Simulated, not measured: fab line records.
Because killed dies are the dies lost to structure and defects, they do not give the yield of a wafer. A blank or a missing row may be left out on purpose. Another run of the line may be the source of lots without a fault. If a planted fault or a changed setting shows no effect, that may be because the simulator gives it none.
Which tool is to blame? + flow berkeley cmos170 + 7 lots, 21 wafers sampled, at 2 steps of a route of 331

== WHAT EACH GAUGE READ, for each wafer ==
UCB170_PLDD_TW_MEAS_11.
| lot  | measured     | on            | PLDD_TW        |
|------|--------------|---------------|----------------|
| L317 | day 6 10:22  | film metro-02 | 1020 1024 1022 |
| L319 | day 6 14:47  | film metro-03 | 1010 1011 1009 |
| L322 | day 7 19:06  | film metro-02 | 1016 1017 1019 |
| L321 | day 7 19:27  | film metro-04 | 1022 1017 1015 |
| L329 | day 9 08:41  | film metro-04 | 1030 1028 1027 |
| L336 | day 10 09:32 | film metro-04 | 1017 1014 1018 |
| L337 | day 10 21:41 | film metro-04 | 1021 1018 1019 |

== WHICH TOOL RAN EACH LOT (tool, then ch and the chambers of the sampled wafers, then the start) ==
| lot  | UCB170_PLDD_IMPLANT_08          |
|------|---------------------------------|
| L317 | implanter-02 ch 0, day 6 09:58  |
| L319 | implanter-04 ch 0, day 6 14:25  |
| L322 | implanter-02 ch 0, day 7 18:44  |
| L321 | implanter-02 ch 0, day 7 19:04  |
| L329 | implanter-02 ch 0, day 9 08:20  |
| L336 | implanter-02 ch 0, day 10 09:08 |
| L337 | implanter-02 ch 0, day 10 21:17 |
- UCB170_PLDD_IMPLANT_08

== THE ANSWER, worked out from the rows above alone ==
Rule: the usual values come from the lots themselves. Put in order of their means at a reading, lots are off if they are a third of the lots or fewer, leave a main group of 4 or more, and stand apart from it by a gap of 3 or more times the standard deviation of the main group's means; of several such gaps the widest counts. Not used: any main group whose means are identical at the precision the tables above print for the reading. Also off: a lot with no number at a reading for which 4 or more lots have one. Any other lot the step has rows for is counted as sound.
Nothing can be told from this: no lot is off at any reading shown.

== WHAT THE SIMULATOR HAD PUT IN ==
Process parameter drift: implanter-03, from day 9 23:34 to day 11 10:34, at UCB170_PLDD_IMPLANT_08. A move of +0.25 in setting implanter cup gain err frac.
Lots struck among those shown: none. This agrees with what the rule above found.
